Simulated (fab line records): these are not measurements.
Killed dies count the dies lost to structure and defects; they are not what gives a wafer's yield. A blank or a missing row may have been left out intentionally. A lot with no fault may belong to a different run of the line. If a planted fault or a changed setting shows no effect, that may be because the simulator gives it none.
fab line records ; flow berkeley-cmos170
record: lots: 15; wafers: 45; last-day: 11
route steps=331 shown NWELL@19 PFIELD@86 V2@293
lots that met no fault: taken from a fault-free run of the same line
start-h: the number of hours between the record's first day and the start of the first shown wafer of the lot ; wait-h: hours since the lot's step before ; " the same as in the row above ; L1.1+2: several wafers, shown together as one row ; - no value, or no start given ; * or withheld: withheld ; < > ~ a bound
route shown NAME@n: NAME is a module with steps in the file, n the number in the route of the first one ; usual: mean and standard deviation over wafers with no fault ; same: alike in all rows ; chamber/n: place in a boat ; sites: the reading at each site ; _std_site: how widely they spread, as a standard deviation ; _edge_site: the outer-site mean with the inner-site mean subtracted ; radius-mm: how far each site lies from the wafer's centre ; mask NAME#n: copy n ; behind: the tool/chamber that last shaped the wafer ; hold: the reason the lot was held/the length of the hold in hours/how it ended ; device: the transistor (n, p or np) that didn't switch ; end of line: the route-end tests of the same wafers ; a step with no rows: only its recipe ; killed: at the first sort, the dies lost to defects and structure; wafer yield is something else ; map: a wafer's dies, x killed, . not, _ none there
set.NAME: the setting as run; set.NAME@STEP: as run at that earlier step ; model.NAME: the simulator's own value behind a step, which no gauge read
one table for each step of the route and one row for each wafer, over a sample of lots
services: a tool's chamber out of use, with start hour (start-h, from the record's first day; less than 0 if before it), hours out, and reason
== steps ==
step: UCB170_NWELL_THK_MEAS_05
recipe: reads: Si3N4_of_NWELL_CVD_04
usual: NWELL_NITRIDE_THK: 225.4/1.9
lot.wafer;tool;chamber;start-h;wait-h;NWELL_NITRIDE_THK[nm]
L784.2;film-metro-04;-;26.09;0.0;221.8
L784.3;film-metro-04;-;26.09;0.0;224.5
L784.6;film-metro-04;-;26.09;0.0;222.5
L786.3;film-metro-04;-;39.80;0.0;228.2
L786.5;film-metro-04;-;39.80;0.0;227.7
L786.6;film-metro-04;-;39.80;0.0;227.9
L787.1;film-metro-02;-;43.88;0.0;228.7
L787.2;film-metro-02;-;43.88;0.0;229.8
L787.5;film-metro-02;-;43.88;0.0;228.4
L789.2;film-metro-01;-;55.30;0.0;225.5
L789.3;film-metro-01;-;55.30;0.0;226.3
L789.6;film-metro-01;-;55.30;0.0;225.3
L790.2;film-metro-02;-;62.22;0.0;224.7
L790.4;film-metro-02;-;62.22;0.0;226.6
L790.5;film-metro-02;-;62.22;0.0;226.7
L791.1;film-metro-01;-;66.13;0.0;226.8
L791.2;film-metro-01;-;66.13;0.0;226.0
L791.6;film-metro-01;-;66.13;0.0;228.0
L793.2;film-metro-01;-;76.14;0.0;225.5
L793.4;film-metro-01;-;76.14;0.0;223.7
L793.5;film-metro-01;-;76.14;0.0;224.2
L795.1;film-metro-04;-;83.66;0.0;227.1
L795.3;film-metro-04;-;83.66;0.0;227.3
L795.4;film-metro-04;-;83.66;0.0;227.1
L794.2;film-metro-02;-;83.67;0.0;224.9
L794.4;film-metro-02;-;83.67;0.0;225.0
L794.6;film-metro-02;-;83.67;0.0;224.8
L797.1;film-metro-01;-;98.49;0.0;223.7
L797.5;film-metro-01;-;98.49;0.0;222.7
L797.6;film-metro-01;-;98.49;0.0;225.8
L798.2;film-metro-02;-;102.02;0.0;227.9
L798.3;film-metro-02;-;102.02;0.0;225.1
L798.5;film-metro-02;-;102.02;0.0;225.7
L799.1;film-metro-04;-;102.92;0.0;224.5
L799.2;film-metro-04;-;102.92;0.0;226.8
L799.5;film-metro-04;-;102.92;0.0;226.7
L801.1;film-metro-01;-;114.22;0.0;221.3
L801.2;film-metro-01;-;114.22;0.0;222.1
L801.5;film-metro-01;-;114.22;0.0;221.3
L804.1;film-metro-02;-;128.38;0.0;224.8
L804.3;film-metro-02;-;128.38;0.0;227.8
L804.5;film-metro-02;-;128.38;0.0;226.6
L806.2;film-metro-02;-;136.85;0.0;222.0
L806.4;film-metro-02;-;136.85;0.0;220.8
L806.5;film-metro-02;-;136.85;0.0;222.6
step: UCB170_PFIELD_IMPLANT_07
recipe: species: B; dose-cm2: 2e+13; energy-kev: 80; tilt-deg: 7
usual: dose-ions-cm2: 1.9996e+13/2.2e+10; faraday-current-uA: 63.5/1.3
lot.wafer;tool;chamber;start-h;wait-h;dose-ions-cm2;faraday-current-uA
L784.2;implanter-03;0;77.96;0.0;1.9981e+13;62.8
L784.3;implanter-03;0;77.96;0.0;1.9978e+13;64.5
L784.6;implanter-03;0;77.96;0.0;2.0008e+13;64.8
L786.3;implanter-03;0;84.53;0.1;1.9964e+13;63.1
L786.5;implanter-03;0;84.53;0.1;1.9968e+13;60.6
L786.6;implanter-03;0;84.53;0.1;1.9986e+13;64.7
L787.1;implanter-03;0;97.98;0.2;2.0013e+13;63.3
L787.2;implanter-03;0;97.98;0.2;1.9983e+13;61.1
L787.5;implanter-03;0;97.98;0.2;2.0019e+13;62.1
L789.2;implanter-03;0;101.61;0.0;1.9997e+13;63.2
L789.3;implanter-03;0;101.61;0.0;1.9982e+13;62.2
L789.6;implanter-03;0;101.61;0.0;1.9994e+13;62.2
L790.2;implanter-03;0;113.55;0.0;2.0009e+13;63.7
L790.4;implanter-03;0;113.55;0.0;1.9982e+13;64.6
L790.5;implanter-03;0;113.55;0.0;1.9999e+13;63.4
L793.2;implanter-02;0;121.27;0.0;2.0001e+13;62.9
L793.4;implanter-02;0;121.27;0.0;1.9977e+13;64.6
L793.5;implanter-02;0;121.27;0.0;2.0017e+13;64.4
L791.1;implanter-03;0;121.35;0.0;1.997e+13;63.8
L791.2;implanter-03;0;121.35;0.0;1.9982e+13;61.8
L791.6;implanter-03;0;121.35;0.0;1.999e+13;62.0
L794.2;implanter-03;0;131.10;0.0;1.9994e+13;65.3
L794.4;implanter-03;0;131.10;0.0;2.001e+13;63.2
L794.6;implanter-03;0;131.10;0.0;1.9992e+13;64.2
L795.1;implanter-02;0;131.35;0.0;1.9993e+13;64.1
L795.3;implanter-02;0;131.35;0.0;2.0018e+13;64.6
L795.4;implanter-02;0;131.35;0.0;2.0011e+13;61.2
L798.2;implanter-03;0;148.64;0.1;3.1998e+13;103.9
L798.3;implanter-03;0;148.64;0.1;3.198e+13;103.1
L798.5;implanter-03;0;148.64;0.1;3.1985e+13;99.5
L797.1;implanter-03;0;148.76;0.1;3.2023e+13;100.7
L797.5;implanter-03;0;148.76;0.1;3.2009e+13;101.2
L797.6;implanter-03;0;148.76;0.1;3.2003e+13;101.7
L799.1;implanter-02;0;152.49;0.0;1.997e+13;62.4
L799.2;implanter-02;0;152.49;0.0;1.9975e+13;64.2
L799.5;implanter-02;0;152.49;0.0;2.0026e+13;64.1
L801.1;implanter-03;0;152.75;0.0;3.1998e+13;103.6
L801.2;implanter-03;0;152.75;0.0;3.2003e+13;104.9
L801.5;implanter-03;0;152.75;0.0;3.1999e+13;103.1
L804.1;implanter-02;0;175.82;0.0;2.0006e+13;64.8
L804.3;implanter-02;0;175.82;0.0;2.0033e+13;64.0
L804.5;implanter-02;0;175.82;0.0;2.0031e+13;64.4
L806.2;implanter-02;0;183.70;0.0;1.9996e+13;62.9
L806.4;implanter-02;0;183.70;0.0;2.0026e+13;64.0
L806.5;implanter-02;0;183.70;0.0;1.9998e+13;64.3
step: UCB170_PFIELD_TW_MEAS_09
usual: PFIELD_TW: 597/5.8
lot.wafer;tool;chamber;start-h;wait-h;PFIELD_TW
L784.2;film-metro-04;-;78.19;0.1;607
L784.3;film-metro-04;-;78.19;0.1;602
L784.6;film-metro-04;-;78.19;0.1;604
L786.3;film-metro-04;-;84.75;0.1;605
L786.5;film-metro-04;-;84.75;0.1;601
L786.6;film-metro-04;-;84.75;0.1;607
L787.1;film-metro-02;-;98.23;0.1;595
L787.2;film-metro-02;-;98.23;0.1;594
L787.5;film-metro-02;-;98.23;0.1;593
L789.2;film-metro-02;-;101.85;0.1;595
L789.3;film-metro-02;-;101.85;0.1;594
L789.6;film-metro-02;-;101.85;0.1;591
L790.2;film-metro-01;-;113.78;0.1;587
L790.4;film-metro-01;-;113.78;0.1;585
L790.5;film-metro-01;-;113.78;0.1;591
L793.2;film-metro-02;-;121.50;0.1;595
L793.4;film-metro-02;-;121.50;0.1;596
L793.5;film-metro-02;-;121.50;0.1;594
L791.1;film-metro-02;-;121.60;0.1;597
L791.2;film-metro-02;-;121.60;0.1;593
L791.6;film-metro-02;-;121.60;0.1;595
L794.2;film-metro-04;-;131.34;0.1;605
L794.4;film-metro-04;-;131.34;0.1;605
L794.6;film-metro-04;-;131.34;0.1;607
L795.1;film-metro-04;-;131.60;0.1;602
L795.3;film-metro-04;-;131.60;0.1;607
L795.4;film-metro-04;-;131.60;0.1;605
L798.2;film-metro-04;-;148.87;0.1;702
L798.3;film-metro-04;-;148.87;0.1;699
L798.5;film-metro-04;-;148.87;0.1;701
L797.1;film-metro-04;-;149.01;0.1;702
L797.5;film-metro-04;-;149.01;0.1;700
L797.6;film-metro-04;-;149.01;0.1;698
L799.1;film-metro-04;-;152.74;0.1;605
L799.2;film-metro-04;-;152.74;0.1;601
L799.5;film-metro-04;-;152.74;0.1;600
L801.1;film-metro-02;-;153.00;0.1;690
L801.2;film-metro-02;-;153.00;0.1;693
L801.5;film-metro-02;-;153.00;0.1;692
L804.1;film-metro-04;-;176.07;0.1;600
L804.3;film-metro-04;-;176.07;0.1;605
L804.5;film-metro-04;-;176.07;0.1;605
L806.2;film-metro-04;-;183.94;0.1;601
L806.4;film-metro-04;-;183.94;0.1;601
L806.5;film-metro-04;-;183.94;0.1;601
step: UCB170_V2_THK_MEAS_01
recipe: reads: SiO2_of_V2_CVD_00
usual: V2_TEOS_THK: 2000/38
lot.wafer;tool;chamber;start-h;wait-h;V2_TEOS_THK[nm]
L784.2;film-metro-03;-;158.46;0.1;1985
L784.3;film-metro-03;-;158.46;0.1;2034
L784.6;film-metro-03;-;158.46;0.1;2073
L786.3;film-metro-03;-;158.81;0.1;2019
L786.5;film-metro-03;-;158.81;0.1;1992
L786.6;film-metro-03;-;158.81;0.1;2057
L787.1;film-metro-01;-;169.56;0.1;1915
L787.2;film-metro-01;-;169.56;0.1;1978
L787.5;film-metro-01;-;169.56;0.1;2075
L789.2;film-metro-01;-;179.80;0.1;1992
L789.3;film-metro-01;-;179.80;0.1;2018
L789.6;film-metro-01;-;179.80;0.1;2065
L790.2;film-metro-01;-;189.05;0.1;1970
L790.4;film-metro-01;-;189.05;0.1;2058
L790.5;film-metro-01;-;189.05;0.1;2006
L791.1;film-metro-04;-;200.67;0.1;1945
L791.2;film-metro-04;-;200.67;0.1;1956
L791.6;film-metro-04;-;200.67;0.1;2009
L793.2;film-metro-03;-;201.59;0.1;2033
L793.4;film-metro-03;-;201.59;0.1;2044
L793.5;film-metro-03;-;201.59;0.1;2015
L794.2;film-metro-01;-;204.43;0.1;2017
L794.4;film-metro-01;-;204.43;0.1;1988
L794.6;film-metro-01;-;204.43;0.1;2063
L795.1;film-metro-04;-;208.26;0.1;1982
L795.3;film-metro-04;-;208.26;0.1;2022
L795.4;film-metro-04;-;208.26;0.1;2027
L798.2;film-metro-03;-;223.69;0.1;2008
L798.3;film-metro-03;-;223.69;0.1;1938
L798.5;film-metro-03;-;223.69;0.1;1973
L801.1;film-metro-03;-;229.05;0.1;1972
L801.2;film-metro-03;-;229.05;0.1;2002
L801.5;film-metro-03;-;229.05;0.1;1986
L797.1;film-metro-04;-;229.21;0.1;1918
L797.5;film-metro-04;-;229.21;0.1;1965
L797.6;film-metro-04;-;229.21;0.1;1974
L799.1;film-metro-03;-;229.66;0.1;2029
L799.2;film-metro-03;-;229.66;0.1;1948
L799.5;film-metro-03;-;229.66;0.1;1977
L804.1;film-metro-03;-;252.80;0.1;1913
L804.3;film-metro-03;-;252.80;0.1;1933
L804.5;film-metro-03;-;252.80;0.1;2004
L806.2;film-metro-04;-;263.65;0.1;2019
L806.4;film-metro-04;-;263.65;0.1;2035
L806.5;film-metro-04;-;263.65;0.1;2025
step: UCB170_V2_OVL_MEAS_13
usual: V2_OVL: -3/5.7
lot.wafer;tool;chamber;start-h;wait-h;V2_OVL[nm]
L784.2;overlay-01;-;160.47;0.1;2
L784.3;overlay-01;-;160.47;0.1;-5
L784.6;overlay-01;-;160.47;0.1;-6
L786.3;overlay-01;-;160.84;0.1;1
L786.5;overlay-01;-;160.84;0.1;8
L786.6;overlay-01;-;160.84;0.1;-4
L787.1;overlay-02;-;171.24;0.1;4
L787.2;overlay-02;-;171.24;0.1;-2
L787.5;overlay-02;-;171.24;0.1;0
L789.2;overlay-02;-;181.53;0.1;-11
L789.3;overlay-02;-;181.53;0.1;-8
L789.6;overlay-02;-;181.53;0.1;-13
L790.2;overlay-01;-;191.71;0.1;1
L790.4;overlay-01;-;191.71;0.1;-4
L790.5;overlay-01;-;191.71;0.1;4
L791.1;overlay-02;-;203.87;0.1;-10
L791.2;overlay-02;-;203.87;0.1;-17
L791.6;overlay-02;-;203.87;0.1;-7
L793.2;overlay-01;-;203.98;0.1;-3
L793.4;overlay-01;-;203.98;0.1;-3
L793.5;overlay-01;-;203.98;0.1;4
L794.2;overlay-02;-;207.38;0.1;4
L794.4;overlay-02;-;207.38;0.1;-1
L794.6;overlay-02;-;207.38;0.1;3
L795.1;overlay-01;-;210.68;0.1;-5
L795.3;overlay-01;-;210.68;0.1;-8
L795.4;overlay-01;-;210.68;0.1;-1
L798.2;overlay-02;-;225.79;0.1;17
L798.3;overlay-02;-;225.79;0.1;-2
L798.5;overlay-02;-;225.79;0.1;3
L801.1;overlay-02;-;230.85;0.1;-4
L801.2;overlay-02;-;230.85;0.1;0
L801.5;overlay-02;-;230.85;0.1;-3
L797.1;overlay-01;-;231.13;0.1;9
L797.5;overlay-01;-;231.13;0.1;5
L797.6;overlay-01;-;231.13;0.1;-1
L799.1;overlay-02;-;231.70;0.1;-6
L799.2;overlay-02;-;231.70;0.1;2
L799.5;overlay-02;-;231.70;0.1;-10
L804.1;overlay-01;-;254.48;0.1;-1
L804.3;overlay-01;-;254.48;0.1;-3
L804.5;overlay-01;-;254.48;0.1;-6
L806.2;overlay-02;-;266.29;0.1;-12
L806.4;overlay-02;-;266.29;0.1;-10
L806.5;overlay-02;-;266.29;0.1;-3
== services ==
tool;chamber;start-h;hours;kind
implanter-02;-;169.32;4.0;repair
== key ==
first-sign: step: UCB170_PFIELD_IMPLANT_07; reading: dose-ions-cm2; direction: up; sigmas: 99+; usual: 1.9996e+13; struck: 3.2e+13
effect: step: UCB170_PFIELD_IMPLANT_07; reading: faraday-current-uA; direction: up; sigmas: 31; usual: 63.5; struck: 102.4
effect: step: UCB170_PFIELD_TW_MEAS_09; reading: PFIELD_TW; direction: up; sigmas: 17; usual: 597; struck: 698
met-at UCB170_PFIELD_IMPLANT_07
struck-lots L797,L798,L801
tester-left-out L797,L798,L801
not-acting-at UCB170_NWELL_THK_MEAS_05,UCB170_V2_THK_MEAS_01,UCB170_V2_OVL_MEAS_13
onset-between 131.10 148.64
fault: kind: process-parameter-drift; tool: implanter-03; chamber: -; onset-h: 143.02; steps: UCB170_PFIELD_IMPLANT_07; channel: dose-cm2; offset: 1.2e+13; shape: step; end-h: 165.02; acts-in: these-recipes-only; stated: 2e+13
tester-left-out: of these lots the tester's yield and bins aren't shown, on N5 and GAA mostly nor the transistor test; their killed dies are dies lost to structure and defects alone, not to doping, threshold or leakage, so they don't give the yield
